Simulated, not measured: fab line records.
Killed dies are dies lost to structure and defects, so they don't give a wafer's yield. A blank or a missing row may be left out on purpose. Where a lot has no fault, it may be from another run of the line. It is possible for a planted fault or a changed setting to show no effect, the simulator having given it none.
What tool caused it?	flow ritCmos	Sampling: 7 lots, 21 wafers, 2 of 202 route steps

WHAT THE GAUGES SHOWED, per wafer
RIT_PLDD_TW_MEAS_10.
lot	measured	on	PLDD_TW
L610	day 3 10:58	filmMetro-04	2346 2355 2352
L612	day 4 00:22	filmMetro-03	2337 2336 2347
L615	day 4 06:55	filmMetro-02	2321 2319 2330
L624	day 6 04:54	filmMetro-03	2348 2341 2337
L627	day 6 21:09	filmMetro-04	2354 2354 2345
L629	day 7 05:21	filmMetro-04	2342 2351 2362
L631	day 7 15:40	filmMetro-03	2350 2355 2353

WHICH TOOL RAN EACH LOT (tool, then ch and the chambers of the sampled wafers, then the start)
lot	RIT_NLDD_SOFTBAKE_02
L610	lithoTrack-03 ch 0, day 3 08:17
L612	lithoTrack-01 ch 0, day 3 21:15
L615	lithoTrack-03 ch 0, day 4 04:12
L624	lithoTrack-04 ch 0, day 6 02:19
L627	lithoTrack-01 ch 0, day 6 18:39
L629	lithoTrack-01 ch 0, day 7 02:37
L631	lithoTrack-04 ch 0, day 7 12:57
- RIT_NLDD_SOFTBAKE_02: time 60 s.

THE ANSWER, worked out from the rows above alone
Rule: what is usual is taken from the lots themselves. The widest of any qualifying gaps counts: lots, ordered by their means at a reading, are off when they make up no more than a third of the lots, leave a main group of 4 or more, and stand apart from it by 3 or more times the standard deviation of that group's means. If all means in a main group match to the digits the tables above print for the reading, that group is not used. Also off: a lot with no number at a reading for which 4 or more lots have one. All remaining lots with rows at the step are treated as sound.
Off: L615, seen at RIT_PLDD_TW_MEAS_10 (PLDD_TW). Mean 2348 and standard deviation 5.1 in the main group.
If a tool, at a process step before that reading, ran all the lots that are off and no sound lot after the first of them, it fits. Those tools and the gauges at RIT_PLDD_TW_MEAS_10 are tried in the same way. 2 tools fit, lithoTrack-03 at RIT_NLDD_SOFTBAKE_02 and filmMetro-02 at RIT_PLDD_TW_MEAS_10, so this cannot tell which one it is.

WHAT THE SIMULATOR HAD PUT IN
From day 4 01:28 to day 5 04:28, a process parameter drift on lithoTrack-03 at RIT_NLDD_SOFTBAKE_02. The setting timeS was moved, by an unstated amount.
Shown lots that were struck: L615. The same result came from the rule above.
